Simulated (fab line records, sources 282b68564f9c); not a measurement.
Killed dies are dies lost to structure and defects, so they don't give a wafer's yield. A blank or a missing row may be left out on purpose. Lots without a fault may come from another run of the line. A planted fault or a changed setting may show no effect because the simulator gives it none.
fab line records | flow rit_cmos
record lots=6 wafers=18 last_day=7
route steps=202 shown ACTIVE@11 FOX1@20 FOX2@23 NWELL@28 PWELL@39 WELLDRIVE@50 SILICIDE@161 M1@202
lots that met no fault: from a run of the same line without faults
start_h: hours from the record's first day to the start of the lot's first wafer shown | wait_h: hours since the lot's step before | " the same as in the row above | L1.1+2: a row that stands for several wafers | - no value, or no start given | * or withheld: withheld | < > ~ a bound
route shown NAME@n: a module of which the file shows steps, and the number in the route of the first | usual: mean/standard deviation of fault-free wafers | same: alike in all rows | chamber/n: place in a boat | sites: the reading at each site | _std_site: their standard deviation | _edge_site: outer sites' mean less inner sites' | radius_mm: how far each site lies from the wafer's centre | mask NAME#n: copy n | behind: the tool/chamber that last shaped the wafer | hold: why the lot was held/for how many hours/how that ended | device: the transistor (n, p or np) that didn't switch | end of line: the same wafers' tests at the end of the route | a step without rows: its recipe alone | killed: dies lost to structure and defects at the first sort, not the wafer's yield | map: a wafer's dies, x killed, . not, _ none there
set.NAME: the setting as run; set.NAME@STEP: as run at that earlier step | model.NAME: the simulator's own value behind a step, which no gauge read
lots at some steps of the route; a table a step, a row a wafer
services: from which hour (start_h, from the record's first day; less than 0 if before it) a tool's chamber was out of use, for how many hours, and why
## steps
# step RIT_ACTIVE_DEVELOP_10
# recipe resist=NOVOLAK develop_time_s=50 dev_temp_c=23
# step RIT_ACTIVE_CD_MEAS_11
# recipe target_cd_nm=1400
# usual cd_nm=1399.4/2.3
# columns lot.wafer tool chamber start_h wait_h cd_nm
L439.1 cd_sem-01 - 16.49 - 1399.9
L439.3 " - " " 1400.4
L439.4 " - " " 1397.9
L440.1 cd_sem-01 - 20.36 - 1398.1
L440.4 " - " " 1398.7
L440.5 " - " " 1398.7
L447.2 cd_sem-02 - 55.62 - 1400.6
L447.5 " - " " 1399.3
L447.6 " - " " 1400.8
L446.1 cd_sem-01 - 55.84 - 1402.9
L446.4 " - " " 1402.5
L446.5 " - " " 1399.5
L461.1 cd_sem-02 - 124.80 - 1398.2
L461.2 " - " " 1400.3
L461.4 " - " " 1400.2
L462.4 cd_sem-01 - 131.55 - 1402.3
L462.5 " - " " 1400.9
L462.6 " - " " 1403.3
# step RIT_ACTIVE_HARDBAKE_12
# recipe resist=NOVOLAK temp_c=140 time_s=60
# step RIT_ACTIVE_ETCH_13
# recipe stop_on=SiO2 chemistry=SF6 target=Si3N4 time_s=210 over_etch_frac=0.4 SF6_flow_sccm=200 pressure_mtorr=260 rf_w=125 target_depth_a=2100
# usual drypump_motor_current_A=5.9/0.44 oes_product_au=0.825/0.013 throttle_valve_pct=7.50/0.12
# columns lot.wafer tool chamber start_h wait_h drypump_motor_current_A oes_product_au rf_hours_counter_h throttle_valve_pct
L439.1 rie_diel-02 1 16.76 0.1 6.0 0.827 17 7.54
L439.3 " 2 " " 6.2 0.818 152 7.39
L439.4 " 3 " " 5.8 0.798 111 7.39
L440.1 rie_diel-03 3 20.63 0.1 6.5 0.816 142 7.48
L440.4 " 0 " " 5.9 0.822 95 7.71
L440.5 " 1 " " 5.5 0.834 - 7.54
L447.2 rie_diel-04 0 55.87 0.1 6.6 0.822 50 7.66
L447.5 " 0 " " 6.6 0.814 - 7.65
L447.6 " 3 " " 5.2 0.837 - 7.29
L446.1 rie_diel-03 2 56.11 0.1 5.4 0.849 6 7.64
L446.4 " 3 " " 6.5 0.819 143 7.48
L446.5 " 3 " " 6.5 0.816 - 7.47
L461.1 rie_diel-03 1 125.07 0.1 5.5 0.849 146 7.53
L461.2 " 0 " " 5.9 0.830 97 7.70
L461.4 " 2 " " 5.4 0.827 7 7.62
L462.4 rie_diel-03 1 131.83 0.1 5.4 0.845 147 7.54
L462.5 " 1 " " 5.4 0.843 - 7.53
L462.6 " 2 " " 5.4 0.833 - 7.64
# step RIT_ACTIVE_STRIP_14
# recipe chemistry=O2 time_s=180 resist=NOVOLAK platen_temp_c=withheld power_w=500 pressure_mtorr=4000 o2_flow_sccm=4000
# usual drypump_motor_current_A=5.7/0.35
# columns lot.wafer tool chamber start_h wait_h drypump_motor_current_A rf_hours_counter_h
L439.1 plasma_asher-04 0 16.90 0.1 5.3 39
L439.3 " 0 " " 5.4 -
L439.4 " 1 " " 5.7 -
L440.1 plasma_asher-02 1 20.76 0.1 6.5 40
L440.4 " 0 " " 5.5 -
L440.5 " 1 " " 6.5 -
L447.2 plasma_asher-02 1 56.00 0.1 6.5 42
L447.5 " 1 " " 6.5 -
L447.6 " 0 " " 5.5 -
L446.1 plasma_asher-03 1 56.25 0.1 5.5 34
L446.4 " 0 " " 5.6 -
L446.5 " 1 " " 5.6 -
L461.1 plasma_asher-04 0 125.21 0.1 5.3 48
L461.2 " 1 " " 5.7 48
L461.4 " 0 " " 5.3 -
L462.4 plasma_asher-02 1 132.02 0.1 6.5 -
L462.5 " 1 " " 6.5 -
L462.6 " 0 " " 5.5 -
# step RIT_ACTIVE_CD_MEAS_90
# recipe target_cd_nm=1400
# usual cd_nm=1399.5/2.3
# columns lot.wafer tool chamber start_h wait_h cd_nm
L439.1 cd_sem-02 - 17.07 0.1 1400.4
L439.3 " - " " 1400.6
L439.4 " - " " 1397.9
L440.1 cd_sem-02 - 20.94 0.1 1398.1
L440.4 " - " " 1399.0
L440.5 " - " " 1399.3
L447.2 cd_sem-02 - 56.20 0.1 1400.2
L447.5 " - " " 1399.2
L447.6 " - " " 1401.2
L446.1 cd_sem-01 - 56.42 0.1 1403.0
L446.4 " - " " 1402.4
L446.5 " - " " 1399.6
L461.1 cd_sem-02 - 125.39 0.1 1398.3
L461.2 " - " " 1400.2
L461.4 " - " " 1400.7
L462.4 cd_sem-01 - 132.20 0.1 1402.9
L462.5 " - " " 1401.6
L462.6 " - " " 1403.3
# step RIT_ACTIVE_CLEAN_15
# recipe chemistry=SC1 mix=3:3:50 time_s=600 temp_c=75
# step RIT_ACTIVE_CLEAN_16
# recipe chemistry=dHF dilution=50:1 time_s=30
# step RIT_ACTIVE_CLEAN_17
# recipe chemistry=SC2 mix=3:3:50 time_s=600 temp_c=75 dry=n2_spin
# step RIT_FOX1_OXIDATION_00
# recipe temp_c=1100 ambient=H2O target_thk_a=3507 p_h2o_torr=720 ox_time_s=1130
# step RIT_FOX1_THK_MEAS_01
# recipe reads=SiO2_of_FOX1_OXIDATION_00
# usual FOX1_OXIDE_THK=350/7.9
# columns lot.wafer tool chamber start_h wait_h FOX1_OXIDE_THK[nm]
L439.1 film_metro-04 - 20.47 0.0 358
L439.3 " - " " 357
L439.4 " - " " 364
L440.1 film_metro-02 - 25.41 0.0 355
L440.4 " - " " 355
L440.5 " - " " 355
L446.1 film_metro-04 - 61.85 0.0 333
L446.4 " - " " 334
L446.5 " - " " 332
L447.2 film_metro-02 - 61.86 0.0 350
L447.5 " - " " 348
L447.6 " - " " 344
L461.1 film_metro-04 - 131.08 0.0 353
L461.2 " - " " 350
L461.4 " - " " 354
L462.4 film_metro-02 - 134.97 0.0 351
L462.5 " - " " 346
L462.6 " - " " 349
# step RIT_FOX1_WET_ETCH_02
# recipe chemistry=BOE target_depth_nm=350 time_s=390 temp_c=21.5 dry=n2_spin dilution=10:1 target=SiO2
# step RIT_FOX2_OXIDATION_00
# recipe temp_c=1100 ambient=H2O target_thk_a=3507 p_h2o_torr=720 ox_time_s=1130
# usual spike_tc_centre_C=1102.5/1.1 spike_tc_load_C=1127.3/1.1 spike_tc_source_C=1129.2/1.9 tube_center_temp_C=1100/0.1 tube_center_temp_C_max=1102.8/0.46
# columns lot.wafer tool chamber start_h wait_h spike_tc_centre_C spike_tc_load_C spike_tc_source_C tube_center_temp_C tube_center_temp_C_max model.SiO2_of_FOX2_OXIDATION_00.thk_nm
L439.1 furnace-01 0 23.63 3.0 1101.2 1127.2 1128.8 1099.8 1102.5 339.3
L439.3 " 0 " " 1101.1 1128.8 1128.1 1100 1102.8 343.2
L439.4 " 0 " " 1101.9 1127.3 1128.6 1099.9 1102.7 342.2
L440.1 furnace-03 0 27.35 1.7 1104.4 1125.6 1124.9 1100 1102.3 343.1
L440.4 " 0 " " 1102.0 1125.6 1123.1 1099.8 1102.3 347
L440.5 " 0 " " 1102.6 1127.2 1126.0 1099.9 1102.9 344.7
L446.1 furnace-01 0 65.65 3.6 1123.6 1149.4 1149.9 1121.7 1124.9 384.2
L446.4 " 0 " " 1126.0 1149.5 1155.2 1121.9 1124.6 388.8
L446.5 " 0 " " 1121.9 1147.8 1151.9 1121.6 1124.9 387
L447.2 furnace-01 0 65.65 3.6 1125.5 1149.1 1151.0 1121.6 1124.1 383.9
L447.5 " 0 " " 1123.9 1150.3 1152.9 1121.6 1124.1 377.3
L447.6 " 0 " " 1123.6 1148.6 1150.2 1121.6 1124.7 377.8
L461.1 furnace-04 0 132.52 1.3 1100.6 1126.3 1131.6 1099.9 1102.2 340.3
L461.2 " 0 " " 1102.4 1129.0 1128.3 1100.1 1102.1 343.8
L461.4 " 0 " " 1103.1 1126.7 1128.3 1100 1102.5 334.8
L462.4 furnace-04 0 136.10 0.8 1104.4 1126.4 1131.2 1100 1103.0 348.6
L462.5 " 0 " " 1103.8 1127.4 1130.9 1099.9 1102.5 346.5
L462.6 " 0 " " 1102.4 1129.0 1130.3 1099.8 1102.9 348.1
# step RIT_FOX2_THK_MEAS_01
# recipe reads=SiO2_of_FOX2_OXIDATION_00
# usual FOX2_OXIDE_THK=350/6.4
# columns lot.wafer tool chamber start_h wait_h FOX2_OXIDE_THK[nm]
L439.1 film_metro-03 - 24.94 0.0 339
L439.3 " - " " 343
L439.4 " - " " 342
L440.1 film_metro-03 - 28.66 0.0 343
L440.4 " - " " 347
L440.5 " - " " 345
L446.1 film_metro-03 - 66.96 0.0 384
L446.4 " - " " 389
L446.5 " - " " 387
L447.2 film_metro-04 - 66.97 0.0 384
L447.5 " - " " 377
L447.6 " - " " 378
L461.1 film_metro-04 - 133.83 0.0 340
L461.2 " - " " 344
L461.4 " - " " 335
L462.4 film_metro-01 - 137.44 0.0 348
L462.5 " - " " 346
L462.6 " - " " 348
# step RIT_FOX2_CLEAN_02
# recipe chemistry=dHF dilution=50:1 time_s=180
# step RIT_FOX2_WET_ETCH_03
# recipe chemistry=H3PO4 target=Si3N4 target_depth_nm=195 temp_c=165 time_s=2700
# step RIT_FOX2_THK_MEAS_90
# recipe reads=SiO2_of_FOX2_OXIDATION_00
# usual FIELD_OXIDE_LEFT_1_THK=323/6.4
# columns lot.wafer tool chamber start_h wait_h FIELD_OXIDE_LEFT_1_THK[nm]
L439.1 film_metro-04 - 25.89 0.0 312
L439.3 " - " " 316
L439.4 " - " " 315
L440.1 film_metro-03 - 29.80 0.0 316
L440.4 " - " " 320
L440.5 " - " " 318
L446.1 film_metro-04 - 67.84 0.0 357
L446.4 " - " " 361
L446.5 " - " " 359
L447.2 film_metro-03 - 67.85 0.0 356
L447.5 " - " " 350
L447.6 " - " " 350
L461.1 film_metro-01 - 134.71 0.0 313
L461.2 " - " " 316
L461.4 " - " " 307
L462.4 film_metro-03 - 138.39 0.0 321
L462.5 " - " " 319
L462.6 " - " " 321
# step RIT_NWELL_HMDS_00
# recipe prime_time_s=60 prime_temp_c=140
# step RIT_NWELL_COAT_01
# recipe resist=NOVOLAK spin_rpm=2000 resist_thk_nm=1300
# step RIT_NWELL_SOFTBAKE_02
# recipe resist=NOVOLAK temp_c=90 time_s=60
# step RIT_NWELL_EXPOSE_03
# recipe mask_id=M2 na=0.57 target_cd_nm=43900 dose_mj=250
# step RIT_NWELL_PEB_04
# recipe resist=NOVOLAK temp_c=withheld time_s=withheld
# step RIT_NWELL_DEVELOP_05
# recipe resist=NOVOLAK develop_time_s=68 dev_temp_c=23
# step RIT_NWELL_OVL_MEAS_06
# usual NWELL_OVL=-0.1/1.2
# columns lot.wafer tool chamber start_h wait_h NWELL_OVL[nm]
L439.1 overlay-01 - 26.95 - 0.1
L439.3 " - " " 0.4
L439.4 " - " " -0.2
L440.1 overlay-02 - 30.74 - 0.1
L440.4 " - " " 0.8
L440.5 " - " " 0.0
L447.2 overlay-01 - 68.79 - 0.3
L447.5 " - " " -0.8
L447.6 " - " " -0.3
L446.1 overlay-01 - 69.02 - -0.1
L446.4 " - " " -0.6
L446.5 " - " " -1.5
L461.1 overlay-01 - 135.77 - -1.2
L461.2 " - " " -1.2
L461.4 " - " " -0.8
L462.4 overlay-01 - 139.63 - 0.0
L462.5 " - " " -1.3
L462.6 " - " " -1.1
# step RIT_NWELL_HARDBAKE_07
# recipe resist=NOVOLAK temp_c=140 time_s=120
# step RIT_NWELL_IMPLANT_08
# recipe species=P energy_kev=170 dose_cm2=5e+13 tilt_deg=7
# step RIT_NWELL_STRIP_09
# recipe chemistry=O2 time_s=180 resist=NOVOLAK platen_temp_c=withheld power_w=500 pressure_mtorr=4000 o2_flow_sccm=4000
# usual drypump_motor_current_A=5.5/0.34
# columns lot.wafer tool chamber start_h wait_h drypump_motor_current_A rf_hours_counter_h
L439.1 plasma_asher-03 1 27.39 0.1 5.5 32
L439.3 " 0 " " 5.7 -
L439.4 " 1 " " 5.5 -
L440.1 plasma_asher-01 0 31.18 0.1 6.0 24
L440.4 " 1 " " 5.0 -
L440.5 " 1 " " 5.0 -
L447.2 plasma_asher-01 0 69.22 0.1 6.0 28
L447.5 " 1 " " 5.0 -
L447.6 " 0 " " 6.0 -
L446.1 plasma_asher-01 1 69.47 0.1 5.0 28
L446.4 " 0 " " 6.0 -
L446.5 " 1 " " 5.0 -
L461.1 plasma_asher-01 1 136.45 0.1 5.0 35
L461.2 " 0 " " 6.0 35
L461.4 " 0 " " 5.9 -
L462.4 plasma_asher-01 0 140.22 0.1 6.0 -
L462.5 " 0 " " 6.0 -
L462.6 " 1 " " 5.0 -
# step RIT_NWELL_TW_MEAS_10
# usual NWELL_TW=2146/23
# columns lot.wafer tool chamber start_h wait_h NWELL_TW
L439.1 film_metro-04 - 27.56 0.1 2123
L439.3 " - " " 2131
L439.4 " - " " 2124
L440.1 film_metro-01 - 31.35 0.1 2161
L440.4 " - " " 2167
L440.5 " - " " 2169
L447.2 film_metro-01 - 69.40 0.1 2178
L447.5 " - " " 2179
L447.6 " - " " 2171
L446.1 film_metro-01 - 69.64 0.1 2175
L446.4 " - " " 2173
L446.5 " - " " 2171
L461.1 film_metro-04 - 136.63 0.1 2111
L461.2 " - " " 2121
L461.4 " - " " 2114
L462.4 film_metro-01 - 140.37 0.1 2181
L462.5 " - " " 2162
L462.6 " - " " 2176
# step RIT_PWELL_HMDS_00
# recipe prime_time_s=60 prime_temp_c=140
# step RIT_PWELL_COAT_01
# recipe resist=NOVOLAK spin_rpm=2000 resist_thk_nm=1300
# step RIT_PWELL_SOFTBAKE_02
# recipe resist=NOVOLAK temp_c=90 time_s=60
# step RIT_PWELL_EXPOSE_03
# recipe mask_id=M3 na=0.57 target_cd_nm=43700 dose_mj=250
# step RIT_PWELL_PEB_04
# recipe resist=NOVOLAK temp_c=withheld time_s=withheld
# step RIT_PWELL_DEVELOP_05
# recipe resist=NOVOLAK develop_time_s=68 dev_temp_c=23
# step RIT_PWELL_OVL_MEAS_06
# usual PWELL_OVL=1.1/1.4
# columns lot.wafer tool chamber start_h wait_h PWELL_OVL[nm]
L439.1 overlay-02 - 28.63 - -0.1
L439.3 " - " " -0.1
L439.4 " - " " -1.0
L440.1 overlay-01 - 32.42 - 2.9
L440.4 " - " " 2.7
L440.5 " - " " 2.0
L447.2 overlay-01 - 70.61 - 0.9
L447.5 " - " " -1.0
L447.6 " - " " -0.3
L446.1 overlay-01 - 70.75 - -1.4
L446.4 " - " " -2.1
L446.5 " - " " -2.5
L461.1 overlay-02 - 138.08 - 2.1
L461.2 " - " " 2.1
L461.4 " - " " 1.5
L462.4 overlay-01 - 141.40 - 1.8
L462.5 " - " " 0.2
L462.6 " - " " 0.9
# step RIT_PWELL_HARDBAKE_07
# recipe resist=NOVOLAK temp_c=140 time_s=120
# step RIT_PWELL_IMPLANT_08
# recipe species=B energy_kev=170 dose_cm2=7e+13 tilt_deg=7
# step RIT_PWELL_STRIP_09
# recipe chemistry=O2 time_s=180 resist=NOVOLAK platen_temp_c=withheld power_w=500 pressure_mtorr=4000 o2_flow_sccm=4000
# usual drypump_motor_current_A=5.6/0.46
# columns lot.wafer tool chamber start_h wait_h drypump_motor_current_A rf_hours_counter_h
L439.1 plasma_asher-02 0 29.07 0.1 5.5 40
L439.3 " 0 " " 5.5 -
L439.4 " 1 " " 6.5 -
L440.1 plasma_asher-01 0 32.85 0.1 6.0 25
L440.4 " 0 " " 6.0 -
L440.5 " 1 " " 5.0 -
L447.2 plasma_asher-04 1 71.12 0.1 5.8 42
L447.5 " 0 " " 5.3 -
L447.6 " 1 " " 5.8 -
L446.1 plasma_asher-01 0 71.18 0.1 6.0 28
L446.4 " 1 " " 5.0 -
L446.5 " 0 " " 6.0 -
L461.1 plasma_asher-01 1 138.58 0.1 5.0 35
L461.2 " 0 " " 6.0 35
L461.4 " 1 " " 5.0 -
L462.4 plasma_asher-04 1 141.88 0.1 5.7 -
L462.5 " 0 " " 5.4 -
L462.6 " 1 " " 5.7 -
# step RIT_PWELL_TW_MEAS_10
# usual PWELL_TW=952/9
# columns lot.wafer tool chamber start_h wait_h PWELL_TW
L439.1 film_metro-04 - 29.24 0.1 953
L439.3 " - " " 951
L439.4 " - " " 943
L440.1 film_metro-02 - 33.03 0.1 953
L440.4 " - " " 955
L440.5 " - " " 956
L447.2 film_metro-04 - 71.30 0.1 944
L447.5 " - " " 939
L447.6 " - " " 935
L446.1 film_metro-01 - 71.36 0.1 970
L446.4 " - " " 965
L446.5 " - " " 973
L461.1 film_metro-04 - 138.76 0.1 944
L461.2 " - " " 947
L461.4 " - " " 940
L462.4 film_metro-01 - 142.02 0.1 961
L462.5 " - " " 961
L462.6 " - " " 961
# step RIT_WELLDRIVE_ANNEAL_00
# recipe temp_c=1100 time_s=14700 ambient=N2
# step RIT_WELLDRIVE_RS_MEAS_01
# recipe thk_meas_gauge=four-point-probe
# usual NWELL_RS=275.5/0.74
# columns lot.wafer tool chamber start_h wait_h NWELL_RS[ohm/sq]
L439.1 film_metro-04 - 36.13 0.0 275.4
L439.3 " - " " 275.8
L439.4 " - " " 275.8
L440.1 film_metro-01 - 42.72 0.0 275.7
L440.4 " - " " 275.3
L440.5 " - " " 275.9
L446.1 film_metro-01 - 81.01 0.0 273.8
L446.4 " - " " 274.4
L446.5 " - " " 274.7
L447.2 film_metro-04 - 81.03 0.0 274.9
L447.5 " - " " 275.0
L447.6 " - " " 275.2
L461.1 film_metro-01 - 143.93 0.0 275.9
L461.2 " - " " 275.3
L461.4 " - " " 276.3
L462.4 film_metro-01 - 148.44 0.1 274.1
L462.5 " - " " 274.6
L462.6 " - " " 273.3
# step RIT_WELLDRIVE_RS_MEAS_02
# recipe thk_meas_gauge=four-point-probe
# usual PWELL_RS=429.3/1.4
# columns lot.wafer tool chamber start_h wait_h PWELL_RS[ohm/sq]
L439.1 film_metro-04 - 36.25 0.1 428.4
L439.3 " - " " 430.7
L439.4 " - " " 429.8
L440.1 film_metro-01 - 42.84 0.1 427.7
L440.4 " - " " 428.4
L440.5 " - " " 427.6
L446.1 film_metro-01 - 81.13 0.1 427.6
L446.4 " - " " 428.9
L446.5 " - " " 428.7
L447.2 film_metro-04 - 81.15 0.1 429.8
L447.5 " - " " 431.7
L447.6 " - " " 431.4
L461.1 film_metro-01 - 144.05 0.1 427.3
L461.2 " - " " 428.3
L461.4 " - " " 427.6
L462.4 film_metro-01 - 148.56 0.1 428.4
L462.5 " - " " 429.3
L462.6 " - " " 429.2
# step RIT_FOX2_THK_MEAS_91
# recipe reads=SiO2_of_FOX2_OXIDATION_00
# usual FIELD_OXIDE_LEFT_2_THK=255/6.5
# columns lot.wafer tool chamber start_h wait_h FIELD_OXIDE_LEFT_2_THK[nm]
L439.1 film_metro-04 - 40.22 0.0 245
L439.3 " - " " 248
L439.4 " - " " 248
L440.1 film_metro-01 - 46.61 0.0 248
L440.4 " - " " 252
L440.5 " - " " 250
L446.1 film_metro-04 - 85.13 0.0 288
L446.4 " - " " 293
L446.5 " - " " 291
L447.2 film_metro-04 - 85.42 0.0 288
L447.5 " - " " 281
L447.6 " - " " 281
L461.1 film_metro-04 - 148.17 0.0 245
L461.2 " - " " 248
L461.4 " - " " 239
L462.4 film_metro-03 - 152.59 0.0 253
L462.5 " - " " 252
L462.6 " - " " 253
# step RIT_SILICIDE_WET_ETCH_00
# recipe chemistry=BOE target=SiO2 target_depth_nm=14 time_s=15 dry=n2_spin dilution=10:1 temp_c=21.5
# columns lot.wafer tool chamber start_h wait_h model.SiO2_of_FOX2_OXIDATION_00.thk_nm
L439.1 wet_bench-01 3 68.54 0.1 138.8
L439.3 " 3 " " 144.9
L439.4 " 3 " " 142.9
L440.1 wet_bench-01 3 75.19 0.1 143.6
L440.4 " 3 " " 148.1
L440.5 " 3 " " 147.2
L446.1 wet_bench-03 2 114.21 0.1 184.3
L446.4 " 2 " " 188.9
L446.5 " 2 " " 185
L447.2 wet_bench-04 0 114.79 0.1 183.8
L447.5 " 0 " " 175.4
L447.6 " 0 " " 176.6
L461.1 wet_bench-03 1 167.93 0.1 141.9
L461.2 " 1 " " 144
L461.4 " 1 " " 135.3
L462.4 wet_bench-01 2 170.48 0.0 150.4
L462.5 " 2 " " 148.2
L462.6 " 2 " " 147.6
# step RIT_M1_PROBE_99
# usual killed_at_M0_to_M3=0.0/0.083 killed_at_contacts=0.1/0.25 killed_at_front_end=7/3.1 killed_dies=7/3.2 killed_open=3.3/2 killed_short=3.5/2
# same gross_dies=264 killed_at_M4_up=0 killed_at_back_side=0 killed_at_other=0
# columns lot.wafer tool chamber start_h wait_h killed_at_M0_to_M3 killed_at_contacts killed_at_front_end killed_dies killed_open killed_short model.etest.pldd.width_nm model.etest.nldd.width_nm model.etest.pwell.rs_ohm_sq model.etest.field_n.vt_v model.etest.field_p.vt_v
L439.1 prober-02 - 75.61 0.1 0 1 4 5 2 3 3177 3200 415.8 33.57 -13.2
L439.3 prober-02 - 75.71 0.2 0 0 5 5 2 3 3169 3164 417.2 34 -13.13
L439.4 prober-02 - 75.76 0.2 0 0 6 6 2 4 3179 3178 425 33.83 -13.03
L440.1 prober-02 - 81.95 0.1 0 0 6 6 2 4 3159 3174 407.1 33.94 -12.38
L440.4 prober-02 - 82.10 0.2 0 0 9 9 4 5 3169 3164 414.4 34.55 -12.46
L440.5 prober-02 - 82.15 0.2 0 0 3 3 1 2 3184 3157 415.8 34.26 -12.44
L446.1 prober-01 - 126.76 0.1 1 0 16 17 9 8 3177 3168 425.6 39.07 -13.42
L446.4 prober-01 - 126.91 0.2 0 0 12 12 8 4 3160 3147 433.1 39.62 -13.49
L446.5 prober-01 - 126.96 0.2 0 0 7 7 4 3 3168 3166 431.3 39.22 -13.46
L447.2 prober-01 - 128.31 0.1 0 0 12 12 8 4 3151 3140 426.8 38.86 -13.18
L447.5 prober-01 - 128.46 0.2 0 0 5 5 2 3 3153 3164 423.7 37.91 -12.97
L447.6 prober-01 - 128.51 0.2 0 0 5 5 3 2 3169 3160 430.3 37.96 -13.02
L461.1 prober-01 - 174.70 0.1 0 0 2 2 1 1 3180 3199 408.7 33.28 -12.6
L461.2 prober-01 - 174.75 0.1 0 0 6 6 3 3 3203 3196 408.7 33.68 -12.63
L461.4 prober-01 - 174.85 0.2 0 0 6 6 5 1 3205 3203 406.9 32.56 -12.68
L462.4 prober-02 - 177.66 0.2 0 0 15 15 7 8 3167 3188 414.9 34.5 -12.36
L462.5 prober-02 - 177.71 0.2 0 0 16 16 7 9 3191 3193 416.8 34.27 -12.29
L462.6 prober-02 - 177.76 0.2 0 1 8 9 6 3 3180 3196 415.1 34.49 -12.34
# killed by level:class
L439.1 FOX1:geometric_particle:open=1 GATE:geometric_particle:short=1 SILICIDE:geometric_particle:open=1 SILICIDE:geometric_particle:short=1 CONTACT:geometric_particle:short=1
L439.3 REOX:geometric_particle:short=2 GATE:geometric_particle:short=1 REOX:geometric_particle:open=1 SILICIDE:geometric_particle:open=1
L439.4 FOX1:geometric_particle:short=1 FOX2:geometric_particle:open=1 GATE:geometric_particle:open=1 GATE:geometric_particle:short=1 REOX:geometric_particle:short=1 SILICIDE:geometric_particle:short=1
L440.1 FOX2:geometric_particle:short=1 GATE:geometric_particle:open=1 GATE:geometric_particle:short=1 SPACER:geometric_particle:short=1 SILICIDE:geometric_particle:short=1 SILICIDE:geometric_particle:open=1
L440.4 GATE:geometric_particle:short=4 FOX1:geometric_particle:open=1 FOX2:geometric_particle:short=1 FOX2:geometric_particle:open=1 GATE:geometric_particle:open=1 REOX:geometric_particle:open=1
L440.5 GATE:geometric_particle:open=1 REOX:geometric_particle:short=1 SILICIDE:geometric_particle:short=1
L446.1 GATE:geometric_particle:short=6 GATE:geometric_particle:open=5 FOX1:geometric_particle:open=2 REOX:geometric_particle:open=2 SPACER:geometric_particle:short=1 M1:geometric_particle:short=1
L446.4 FOX1:geometric_particle:open=3 GATE:geometric_particle:open=2 GATE:geometric_particle:short=2 FOX1:geometric_particle:short=1 FOX2:geometric_particle:open=1 REOX:geometric_particle:open=1 SPACER:geometric_particle:short=1 SILICIDE:geometric_particle:open=1
L446.5 FOX2:geometric_particle:open=3 FOX2:geometric_particle:short=1 GATE:geometric_particle:short=1 REOX:geometric_particle:short=1 SPACER:geometric_particle:open=1
L447.2 SILICIDE:geometric_particle:open=4 FOX1:geometric_particle:open=2 SPACER:geometric_particle:short=2 FOX2:geometric_particle:short=1 REOX:geometric_particle:open=1 SPACER:geometric_particle:open=1 SILICIDE:geometric_particle:short=1
L447.5 FOX1:geometric_particle:short=1 FOX1:geometric_particle:open=1 FOX2:geometric_particle:short=1 SPACER:geometric_particle:short=1 SILICIDE:geometric_particle:open=1
L447.6 FOX1:geometric_particle:short=1 FOX2:geometric_particle:open=1 REOX:geometric_particle:open=1 SPACER:geometric_particle:short=1 SILICIDE:geometric_particle:open=1
L461.1 FOX2:geometric_particle:open=1 GATE:geometric_particle:short=1
L461.2 SILICIDE:geometric_particle:short=2 GATE:geometric_particle:short=1 REOX:geometric_particle:open=1 SPACER:geometric_particle:open=1 SILICIDE:geometric_particle:open=1
L461.4 GATE:geometric_particle:open=3 SILICIDE:geometric_particle:open=2 GATE:geometric_particle:short=1
L462.4 GATE:geometric_particle:open=4 FOX2:geometric_particle:short=2 GATE:geometric_particle:short=2 SPACER:geometric_particle:open=2 SPACER:geometric_particle:short=2 FOX1:geometric_particle:short=1 REOX:geometric_particle:short=1 REOX:geometric_particle:open=1
L462.5 GATE:geometric_particle:short=4 FOX2:geometric_particle:open=2 GATE:geometric_particle:open=2 REOX:geometric_particle:open=2 REOX:geometric_particle:short=2 SPACER:geometric_particle:short=2 FOX1:geometric_particle:open=1 FOX2:geometric_particle:short=1
L462.6 GATE:geometric_particle:open=2 SPACER:geometric_particle:open=2 FOX1:geometric_particle:open=1 GATE:geometric_particle:short=1 SPACER:geometric_particle:short=1 SILICIDE:geometric_particle:open=1 CONTACT:geometric_particle:short=1
## services
# columns tool chamber start_h hours kind
furnace-03 - -6.87 2.9 pm
furnace-04 - 9.60 72.7 pm
plasma_asher-04 - 19.79 15.6 pm
rie_diel-04 3 21.02 3.7 repair
plasma_asher-02 - 21.58 2.8 pm
rie_diel-04 2 25.39 4.3 repair
rie_diel-04 2 46.90 12.9 repair
wet_bench-01 - 57.20 4.5 repair
rie_diel-03 3 66.73 1.3 repair
plasma_asher-03 - 67.92 3.8 repair
rie_diel-04 2 74.04 16.5 repair
rie_diel-04 3 79.36 5.8 repair
furnace-04 - 82.28 3.4 pm
furnace-01 - 87.10 3.8 pm
plasma_asher-02 - 108.75 9.0 pm
plasma_asher-02 0 108.75 9.0 vent_cycle
plasma_asher-02 1 108.75 9.0 vent_cycle
plasma_asher-01 - 112.30 2.8 pm
rie_diel-02 2 112.83 11.1 repair
furnace-04 - 122.05 3.4 pm
plasma_asher-03 - 130.17 3.4 repair
rie_diel-04 2 137.27 16.2 repair
furnace-03 - 166.00 3.8 pm
rie_diel-03 2 167.20 6.1 repair
## key
first_sign step=RIT_FOX2_OXIDATION_00 reading=tube_center_temp_C direction=up sigmas=99+ usual=* struck=*
effect step=RIT_FOX2_OXIDATION_00 reading=tube_center_temp_C_max direction=up sigmas=47 usual=* struck=*
effect step=RIT_FOX2_THK_MEAS_01 reading=FOX2_OXIDE_THK direction=up sigmas=5.2 usual=350 struck=383
effect step=RIT_FOX2_THK_MEAS_90 reading=FIELD_OXIDE_LEFT_1_THK direction=up sigmas=5.2 usual=323 struck=356
effect step=RIT_FOX2_THK_MEAS_91 reading=FIELD_OXIDE_LEFT_2_THK direction=up sigmas=5 usual=255 struck=287
model_effect step=RIT_FOX2_OXIDATION_00 value=SiO2_of_FOX2_OXIDATION_00.thk_nm without=349.4 struck=383.1
model_effect step=RIT_SILICIDE_WET_ETCH_00 value=SiO2_of_FOX2_OXIDATION_00.thk_nm without=148.6 struck=182.3
model_effect step=RIT_M1_PROBE_99 value=etest.pldd.width_nm without=3205 struck=3163
met_at RIT_FOX2_OXIDATION_00
struck_wafers L446.1,L446.4,L446.5,L447.2,L447.5,L447.6
tester_left_out L446,L447
onset_between 23.63 65.65
fault kind=process_parameter_drift tool=furnace-01 chamber=- onset_h=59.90 steps=RIT_FOX2_OXIDATION_00 channel=temp_c offset=* shape=step end_h=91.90 acts_in=* stated=*
# tester_left_out: of these lots the tester's yield and bins aren't shown, on N5 and GAA mostly nor the transistor test; their killed dies are dies lost to structure and defects alone, not to doping, threshold or leakage, so they don't give the yield
